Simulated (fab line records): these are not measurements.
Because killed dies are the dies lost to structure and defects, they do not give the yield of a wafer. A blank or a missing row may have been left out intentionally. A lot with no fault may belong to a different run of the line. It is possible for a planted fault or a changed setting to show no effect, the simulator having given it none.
Split-lot study || flow berkeley_cmos170 || 23 wafers read across 5 lots, on a route 331 steps long

ON THE SPLIT
At UCB170_PLDD_PEB_04, the setting peb_temp_c was moved away from the recipe's 130 C on 9 of the 23 wafers read, by -1.4% to +2.9%. This setting was run at the recipe's value on the other wafers.

BETWEEN THE SPLIT AND THE READING: the file shows 1 step in between
- UCB170_PLDD_DEVELOP_05: develop time 45 s

THE READING
At UCB170_PLDD_CD_MEAS_06: cd_nm in nanometres, against a target cd of 1200 nm. Typical for fault-free wafers on this fab line: 1200.0 nm, with standard deviation 1.5 nm.

{"wafer": "L075.1", "tool, chamber at the split": "litho_track-01, 0", "peb_temp_c as run, C": 128.2, "against the recipe": "-1.4%", "cd_nm, nm": 1189.0, "against lot-mates on the recipe": -13.2}
{"wafer": "L075.2", "tool, chamber at the split": "litho_track-01, 0", "peb_temp_c as run, C": 128.2, "against the recipe": "-1.4%", "cd_nm, nm": 1187.4, "against lot-mates on the recipe": -14.8}
{"wafer": "L075.3", "tool, chamber at the split": "litho_track-01, 0", "peb_temp_c as run, C": 128.2, "against the recipe": "-1.4%", "cd_nm, nm": 1189.4, "against lot-mates on the recipe": -12.8}
{"wafer": "L075.4", "tool, chamber at the split": "litho_track-01, 0", "peb_temp_c as run, C": 130, "against the recipe": "recipe", "cd_nm, nm": 1201.9, "against lot-mates on the recipe": "-"}
{"wafer": "L075.5", "tool, chamber at the split": "litho_track-01, 0", "peb_temp_c as run, C": 130, "against the recipe": "recipe", "cd_nm, nm": 1202.4, "against lot-mates on the recipe": "-"}
{"wafer": "L079.1", "tool, chamber at the split": "litho_track-03, 0", "peb_temp_c as run, C": 130, "against the recipe": "recipe", "cd_nm, nm": 1202.1, "against lot-mates on the recipe": "-"}
{"wafer": "L079.2", "tool, chamber at the split": "litho_track-03, 0", "peb_temp_c as run, C": 130, "against the recipe": "recipe", "cd_nm, nm": 1202.4, "against lot-mates on the recipe": "-"}
{"wafer": "L079.3", "tool, chamber at the split": "litho_track-03, 0", "peb_temp_c as run, C": 130, "against the recipe": "recipe", "cd_nm, nm": 1201.6, "against lot-mates on the recipe": "-"}
{"wafer": "L079.4", "tool, chamber at the split": "litho_track-03, 0", "peb_temp_c as run, C": 130, "against the recipe": "recipe", "cd_nm, nm": 1201.3, "against lot-mates on the recipe": "-"}
{"wafer": "L079.5", "tool, chamber at the split": "litho_track-03, 0", "peb_temp_c as run, C": 130, "against the recipe": "recipe", "cd_nm, nm": 1200.5, "against lot-mates on the recipe": "-"}
{"wafer": "L080.1", "tool, chamber at the split": "litho_track-01, 0", "peb_temp_c as run, C": 133.8, "against the recipe": "+2.9%", "cd_nm, nm": 1221.6, "against lot-mates on the recipe": "+21.5"}
{"wafer": "L080.3", "tool, chamber at the split": "litho_track-01, 0", "peb_temp_c as run, C": 130, "against the recipe": "recipe", "cd_nm, nm": 1199.9, "against lot-mates on the recipe": "-"}
{"wafer": "L080.4", "tool, chamber at the split": "litho_track-01, 0", "peb_temp_c as run, C": 133.8, "against the recipe": "+2.9%", "cd_nm, nm": 1222.9, "against lot-mates on the recipe": "+22.8"}
{"wafer": "L080.5", "tool, chamber at the split": "litho_track-01, 0", "peb_temp_c as run, C": 130, "against the recipe": "recipe", "cd_nm, nm": 1200.2, "against lot-mates on the recipe": "-"}
{"wafer": "L080.6", "tool, chamber at the split": "litho_track-01, 0", "peb_temp_c as run, C": 133.8, "against the recipe": "+2.9%", "cd_nm, nm": 1223.2, "against lot-mates on the recipe": "+23.1"}
{"wafer": "L081.2", "tool, chamber at the split": "litho_track-01, 0", "peb_temp_c as run, C": 130, "against the recipe": "recipe", "cd_nm, nm": 1199.9, "against lot-mates on the recipe": "-"}
{"wafer": "L081.4", "tool, chamber at the split": "litho_track-01, 0", "peb_temp_c as run, C": 130, "against the recipe": "recipe", "cd_nm, nm": 1200.3, "against lot-mates on the recipe": "-"}
{"wafer": "L081.5", "tool, chamber at the split": "litho_track-01, 0", "peb_temp_c as run, C": 130, "against the recipe": "recipe", "cd_nm, nm": 1201.2, "against lot-mates on the recipe": "-"}
{"wafer": "L085.1", "tool, chamber at the split": "litho_track-04, 0", "peb_temp_c as run, C": 131.3, "against the recipe": "+1.0%", "cd_nm, nm": 1208.6, "against lot-mates on the recipe": "+9.8"}
{"wafer": "L085.2", "tool, chamber at the split": "litho_track-04, 0", "peb_temp_c as run, C": 131.3, "against the recipe": "+1.0%", "cd_nm, nm": 1206.9, "against lot-mates on the recipe": "+8.1"}
{"wafer": "L085.3", "tool, chamber at the split": "litho_track-04, 0", "peb_temp_c as run, C": 130, "against the recipe": "recipe", "cd_nm, nm": 1199.3, "against lot-mates on the recipe": "-"}
{"wafer": "L085.4", "tool, chamber at the split": "litho_track-04, 0", "peb_temp_c as run, C": 131.3, "against the recipe": "+1.0%", "cd_nm, nm": 1207.8, "against lot-mates on the recipe": "+9.0"}
{"wafer": "L085.5", "tool, chamber at the split": "litho_track-04, 0", "peb_temp_c as run, C": 130, "against the recipe": "recipe", "cd_nm, nm": 1198.4, "against lot-mates on the recipe": "-"}

THE FIT
A straight line over all 23 wafers: cd_nm changes by +7.72 nm for each +1% of peb_temp_c; r = +0.99; the points scatter about the line by 1.2 nm.
The same after taking each lot's own level away (the mean of its wafers on the recipe; 23 wafers): +8.25 nm for each +1%; r = +0.99; scatter 1.1 nm.
The reading moves by 24 nm for the largest change in peb_temp_c, on that fit.
Across the lots, their own levels run from 1198.85 to 1202.15 nm, a range of 2.2 times the standard deviation given above.
The two slopes agree, so the slope changes little with the lot-to-lot level.
Check: for one of the wafers moved furthest among these (+2.9%), held out of the fit, the line's prediction against its lot-mates is +24.4 nm. Against them it came out at +21.5 nm.

THE OTHER SPLITS THESE WAFERS WENT THROUGH
Note: prior to the reading, these wafers also went through further splits. Each is held against what the fit with the lots' levels taken away leaves over:
{"other split on the same wafers": "UCB170_ZERO_COAT_01 resist_thk_nm", "wafers away from the commonest value": 4, "r with cd_nm (lot level and that fit taken away)": "+0.01"}
{"other split on the same wafers": "UCB170_ZERO_DEVELOP_05 dev_temp_c", "wafers away from the commonest value": 2, "r with cd_nm (lot level and that fit taken away)": -0.23}
{"other split on the same wafers": "UCB170_ACTIVE_PEB_11 peb_temp_c", "wafers away from the commonest value": 11, "r with cd_nm (lot level and that fit taken away)": "+0.33"}
{"other split on the same wafers": "UCB170_SACOX_OXIDATION_01 temp_c", "wafers away from the commonest value": 18, "r with cd_nm (lot level and that fit taken away)": "+0.21"}
{"other split on the same wafers": "UCB170_SCREENOX_OXIDATION_01 ox_time_s", "wafers away from the commonest value": 15, "r with cd_nm (lot level and that fit taken away)": "+0.32"}
{"other split on the same wafers": "UCB170_NVT_IMPLANT_07 energy_kev", "wafers away from the commonest value": 4, "r with cd_nm (lot level and that fit taken away)": -0.40}
{"other split on the same wafers": "UCB170_PVT_IMPLANT_07 dose_cm2", "wafers away from the commonest value": 9, "r with cd_nm (lot level and that fit taken away)": "+0.03"}

FILE'S OWN FIT
cd_nm changes by +8.17 nm for each +1% of peb_temp_c, r = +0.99.
